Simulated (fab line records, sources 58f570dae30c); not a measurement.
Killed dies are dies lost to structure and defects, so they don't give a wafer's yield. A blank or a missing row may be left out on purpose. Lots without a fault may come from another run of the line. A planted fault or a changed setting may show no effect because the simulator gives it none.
fab line records | flow berkeley_cmos170
record lots=7 wafers=21 last_day=12
route steps=331 shown NWELL@32 PWELL@34
lots that met no fault: from a run of the same line without faults
start_h: hours from the record's first day to the start of the lot's first wafer shown | wait_h: hours since the lot's step before | " the same as in the row above | L1.1+2: a row that stands for several wafers | - no value, or no start given | * or withheld: withheld | < > ~ a bound
route shown NAME@n: a module of which the file shows steps, and the number in the route of the first | usual: mean/standard deviation of fault-free wafers | same: alike in all rows | chamber/n: place in a boat | sites: the reading at each site | _std_site: their standard deviation | _edge_site: outer sites' mean less inner sites' | radius_mm: how far each site lies from the wafer's centre | mask NAME#n: copy n | behind: the tool/chamber that last shaped the wafer | hold: why the lot was held/for how many hours/how that ended | device: the transistor (n, p or np) that didn't switch | end of line: the same wafers' tests at the end of the route | a step without rows: its recipe alone | killed: dies lost to structure and defects at the first sort, not the wafer's yield | map: a wafer's dies, x killed, . not, _ none there
set.NAME: the setting as run; set.NAME@STEP: as run at that earlier step | model.NAME: the simulator's own value behind a step, which no gauge read
lots at some steps of the route; a table a step, a row a wafer
services: from which hour (start_h, from the record's first day; less than 0 if before it) a tool's chamber was out of use, for how many hours, and why
## steps
# step UCB170_NWELL_WET_ETCH_18
# recipe chemistry=H3PO4 target=Si3N4 temp_c=160 time_s=14400
# step UCB170_NWELL_WET_ETCH_19
# recipe chemistry=BOE dilution=5:1 target=SiO2 temp_c=25 time_s=22
# step UCB170_PWELL_CLEAN_00
# recipe chemistry=SPM temp_c=120 time_s=600
# step UCB170_PWELL_CLEAN_01
# recipe chemistry=dHF dilution=25:1 time_s=60
# step UCB170_PWELL_OXIDATION_02
# recipe temp_c=1000 ambient=O2 target_thk_a=264 ox_time_s=1260
# step UCB170_PWELL_THK_MEAS_03
# recipe reads=SiO2_of_PWELL_OXIDATION_02
# usual PWELL_OXIDE_THK=26.4/0.67
# columns lot.wafer tool chamber start_h wait_h PWELL_OXIDE_THK[nm]
L752.2 film_metro-03 - 53.94 0.0 26.0
L752.3 " - " " 25.7
L752.4 " - " " 25.9
L753.2 film_metro-01 - 59.25 0.0 26.3
L753.3 " - " " 27.2
L753.4 " - " " 26.6
L755.2 film_metro-03 - 70.73 0.0 26.0
L755.3 " - " " 25.9
L755.6 " - " " 26.1
L756.1 film_metro-02 - 82.93 0.0 26.8
L756.2 " - " " 26.9
L756.4 " - " " 26.9
L757.2 film_metro-03 - 82.99 0.1 26.6
L757.3 " - " " 26.5
L757.6 " - " " 26.8
L771.1 film_metro-02 - 149.20 0.0 27.6
L771.2 " - " " 27.4
L771.6 " - " " 27.4
L772.1 film_metro-02 - 153.05 0.0 27.2
L772.3 " - " " 26.8
L772.5 " - " " 27.1
# step UCB170_PWELL_ANNEAL_04
# recipe temp_c=1000 time_s=900 ambient=N2
# step UCB170_PWELL_CVD_05
# recipe material=Si3N4 target_thk_nm=220 temp_c=800 precursor=SiH2Cl2/NH3 time_s=3300 pressure_mtorr=200 sih2cl2_flow_sccm=25 nh3_flow_sccm=75
# step UCB170_PWELL_THK_MEAS_06
# recipe reads=Si3N4_of_PWELL_CVD_05
# usual PWELL_NITRIDE_THK=220.3/1.7
# columns lot.wafer tool chamber start_h wait_h PWELL_NITRIDE_THK[nm]
L752.2 film_metro-03 - 60.35 0.0 219.2
L752.3 " - " " 222.5
L752.4 " - " " 220.3
L753.2 film_metro-02 - 66.29 0.0 224.4
L753.3 " - " " 222.3
L753.4 " - " " 223.2
L755.2 film_metro-03 - 75.54 0.0 221.3
L755.3 " - " " 220.6
L755.6 " - " " 220.7
L756.1 film_metro-03 - 90.71 0.0 220.3
L756.2 " - " " 221.3
L756.4 " - " " 219.9
L757.2 film_metro-02 - 90.73 0.0 220.0
L757.3 " - " " 219.3
L757.6 " - " " 221.1
L771.1 film_metro-03 - 155.57 0.0 220.7
L771.2 " - " " 221.7
L771.6 " - " " 222.0
L772.1 film_metro-02 - 161.31 0.0 220.8
L772.3 " - " " 221.2
L772.5 " - " " 221.3
# step UCB170_PWELL_HMDS_07
# recipe prime_time_s=60 prime_temp_c=100
# step UCB170_PWELL_COAT_08
# recipe resist=KrF spin_rpm=1500 resist_thk_nm=900
# step UCB170_PWELL_SOFTBAKE_09
# recipe resist=KrF temp_c=130 time_s=60
# step UCB170_PWELL_EXPOSE_10
# recipe mask_id=PWELL target_cd_nm=3000 na=0.5 sigma_outer=0.6 source_shape=conventional dose_mj=19
# usual exposure_dose_mJ_cm2=18.997/0.018 focus_offset_nm=0.1/0.53 stage_vel_mm_s=499.96/0.23
# columns lot.wafer tool chamber start_h wait_h mask exposure_dose_mJ_cm2 focus_offset_nm stage_vel_mm_s
L752.2 krf_scanner-02 0 61.28 0.4 PWELL#0 19.017 -0.3 499.77
L752.3 " 0 " " PWELL#0 18.999 -0.5 500.04
L752.4 " 0 " " PWELL#0 19.014 -0.5 500.05
L753.2 krf_scanner-02 0 66.99 0.1 PWELL#0 18.999 0.6 499.88
L753.3 " 0 " " PWELL#0 19.015 -0.5 499.79
L753.4 " 0 " " PWELL#0 19.005 0.4 499.98
L755.2 krf_scanner-02 - 76.06 0.1 PWELL#0 - - -
L755.3 " - " " PWELL#0 - - -
L755.6 " - " " PWELL#0 - - -
L756.1 krf_scanner-02 - 91.34 0.1 PWELL#0 - - -
L756.2 " - " " PWELL#0 - - -
L756.4 " - " " PWELL#0 - - -
L757.2 krf_scanner-02 - 91.49 0.1 PWELL#0 - - -
L757.3 " - " " PWELL#0 - - -
L757.6 " - " " PWELL#0 - - -
L771.1 krf_scanner-01 0 156.21 0.2 PWELL#0 18.982 0.3 500.35
L771.2 " 0 " " PWELL#0 18.966 -0.4 500.09
L771.6 " 0 " " PWELL#0 18.997 -0.2 500.19
L772.1 krf_scanner-02 0 162.00 0.3 PWELL#0 18.985 -1.2 499.65
L772.3 " 0 " " PWELL#0 18.991 0.5 499.77
L772.5 " 0 " " PWELL#0 19.010 0.0 499.69
# step UCB170_PWELL_PEB_11
# recipe peb_temp_c=130 peb_time_s=withheld resist=KrF
# usual plate_sensor_t_centre_C=131.41/0.01 plate_sensor_t_edge_C=131.53/0.0096
# columns lot.wafer tool chamber start_h wait_h plate_sensor_t_centre_C plate_sensor_t_edge_C
L752.2 litho_track-01 0 61.40 0.1 131.41 131.53
L752.3 " 0 " " 131.4 131.54
L752.4 " 0 " " 131.42 131.53
L753.2 litho_track-03 0 67.82 0.8 131.4 131.53
L753.3 " 0 " " 131.4 131.54
L753.4 " 0 " " 131.41 131.54
L755.2 litho_track-03 0 76.18 0.1 131.42 131.53
L755.3 " 0 " " 131.4 131.53
L755.6 " 0 " " 131.41 131.54
L756.1 litho_track-04 0 91.75 0.4 131.4 131.53
L756.2 " 0 " " 131.41 131.53
L756.4 " 0 " " 131.42 131.53
L757.2 litho_track-04 0 92.05 0.5 131.4 131.53
L757.3 " 0 " " 131.4 131.53
L757.6 " 0 " " 131.42 131.53
L771.1 litho_track-01 0 156.53 0.3 131.42 131.53
L771.2 " 0 " " 131.42 131.54
L771.6 " 0 " " 131.4 131.53
L772.1 litho_track-04 0 162.15 0.1 131.41 131.52
L772.3 " 0 " " 131.41 131.53
L772.5 " 0 " " 131.39 131.54
## services
# columns tool chamber start_h hours kind
krf_scanner-01 0 38.05 - calibration
krf_scanner-02 0 46.85 - calibration
krf_scanner-02 - 67.70 0.2 repair
krf_scanner-02 - 76.35 0.8 pm
krf_scanner-01 - 103.93 1.0 pm
krf_scanner-01 - 139.83 3.6 pm
krf_scanner-01 - 143.39 0.8 pm
krf_scanner-02 - 144.15 1.0 pm
## key
first_sign step=UCB170_PWELL_EXPOSE_10 reading=tool_record direction=missing
effect none on later readings
met_at UCB170_PWELL_EXPOSE_10
struck_wafers L755.2,L755.3,L755.6,L756.1,L756.2,L756.4,L757.2,L757.3,L757.6
later_rows_left_out L755.2,L755.3,L755.6,L756.1,L756.2,L756.4,L757.2,L757.3,L757.6
sort_left_out L755.2,L755.3,L755.6,L756.1,L756.2,L756.4,L757.2,L757.3,L757.6
tester_left_out L755,L756,L757
onset_between 66.99 76.06
fault kind=skipped_step_whole tool=krf_scanner-02 chamber=- onset_h=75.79 steps=UCB170_PWELL_EXPOSE_10 scope=struck_lots_only
# tester_left_out: of these lots the tester's yield and bins aren't shown, on N5 and GAA mostly nor the transistor test; their killed dies are dies lost to structure and defects alone, not to doping, threshold or leakage, so they don't give the yield
# sort_left_out: the simulated sort isn't trusted on such a fault, so these wafers' sort isn't shown, and their yield isn't known
# later_rows_left_out: the simulator's readings of these wafers behind a module that went badly wrong aren't trusted and aren't shown, but for the sort
